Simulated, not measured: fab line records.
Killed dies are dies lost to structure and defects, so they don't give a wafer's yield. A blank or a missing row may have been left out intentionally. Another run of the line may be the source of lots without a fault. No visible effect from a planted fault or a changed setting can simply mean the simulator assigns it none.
Check of tool commonality    flow rit cmos    42 wafers sampled across 14 lots

== REASON IT WAS OPENED ==
RIT_GATE_THK_MEAS_09, reading GATE_POLY_THK: flagged on 2 of 14 lots. No-fault wafers: 249.3 nm, standard deviation 2.3.
Rule: a lot gets a flag if all its wafers with a number sit over 4 standard deviations from that mean, or if no wafer of it has a number. All remaining lots are regarded as sound.

lot   measured     on             GATE_POLY_THK (nm), wafer by wafer  flag
L641  day 2 11:52  film metro-04  250.9 249.3 249.3                   
L642  day 2 18:43  film metro-01  252.0 251.2 251.0                   
L643  day 2 21:37  film metro-04  252.9 252.2 254.9                   
L645  day 3 07:19  film metro-04  250.9 250.1 252.1                   
L646  day 3 12:23  film metro-01  250.2 250.8 250.1                   
L647  day 3 18:26  film metro-04  248.9 245.8 252.0                   
L648  day 3 22:04  film metro-04  247.4 247.1 246.7                   
L650  day 4 08:18  film metro-01  249.5 249.0 248.3                   
L652  day 4 19:28  film metro-01  246.9 246.0 246.0                   
L654  day 5 04:56  film metro-04  249.2 249.5 246.3                   
L655  day 5 10:37  film metro-04  238.3 238.6 237.9                   FLAGGED
L656  day 5 16:11  film metro-04  238.2 238.7 237.4                   FLAGGED
L661  day 6 16:38  film metro-01  251.2 253.4 249.2                   
L664  day 7 05:58  film metro-01  248.0 248.4 247.9                   
On average the flagged lots' numbers are 238.2 nm, which is -11.1 nm against the usual, or -5 standard deviations.

== TOOL THAT RAN EACH LOT ==
The record holds 1 process step before the reading, out of a route of 202 steps. Each cell gives the tool, then ch followed by the chambers the sampled wafers passed through, then the start.
lot   flag     RIT_GATE_CVD_08
L641           lpcvd-02 ch 1, day 2 10:14
L642           lpcvd-01 ch 0, day 2 17:05
L643           lpcvd-01 ch 1, day 2 20:00
L645           lpcvd-01 ch 0, day 3 05:41
L646           lpcvd-01 ch 0, day 3 10:46
L647           lpcvd-01 ch 0, day 3 16:49
L648           lpcvd-02 ch 1, day 3 20:28
L650           lpcvd-01 ch 0, day 4 06:40
L652           lpcvd-02 ch 0, day 4 17:51
L654           lpcvd-02 ch 1, day 5 03:17
L655  FLAGGED  lpcvd-02 ch 0, day 5 09:00
L656  FLAGGED  lpcvd-02 ch 1, day 5 13:46
L661           lpcvd-01 ch 1, day 6 14:59
L664           lpcvd-01 ch 1, day 7 04:20
What is done by these steps:
- RIT_GATE_CVD_08: deposits poly-Si from SiH4, target thk 250 nm, time 2220 s.
- RIT_GATE_THK_MEAS_09

== FLAGGED OVER TOTAL, TOOL BY TOOL (the gauges that took the reading come last) ==
step                  tool           lots run  flagged  share of the flagged lots  sound lots run after its first flagged lot
RIT_GATE_CVD_08       lpcvd-01       8         0        none                       -
RIT_GATE_CVD_08       lpcvd-02       6         2        all                        0
RIT_GATE_THK_MEAS_09  film metro-01  6         0        none                       -
RIT_GATE_THK_MEAS_09  film metro-04  8         2        all                        0

== WHAT THE TABLE ALLOWS ==
Every flagged lot went through 2 rows of the table: lpcvd-02 at RIT_GATE_CVD_08 and film metro-04 at RIT_GATE_THK_MEAS_09.
- lpcvd-02 at RIT_GATE_CVD_08 ran 6 lots, 2 of them flagged. It ran its last sound lot, L654, at day 5 03:17 and its first flagged lot, L655, at day 5 09:00: a fault with its onset between the two fits.
- film metro-04 at RIT_GATE_THK_MEAS_09 ran 8 lots, 2 of them flagged. It ran its last sound lot, L654, at day 5 04:56 and its first flagged lot, L655, at day 5 10:37: a fault with its onset between the two fits.
Because each of these 2 tools fits a fault that began at some hour, counting lots does not separate them. More lots, or a look at what each step does to the wafer, might.

== WHAT THE SIMULATOR HAD INSERTED ==
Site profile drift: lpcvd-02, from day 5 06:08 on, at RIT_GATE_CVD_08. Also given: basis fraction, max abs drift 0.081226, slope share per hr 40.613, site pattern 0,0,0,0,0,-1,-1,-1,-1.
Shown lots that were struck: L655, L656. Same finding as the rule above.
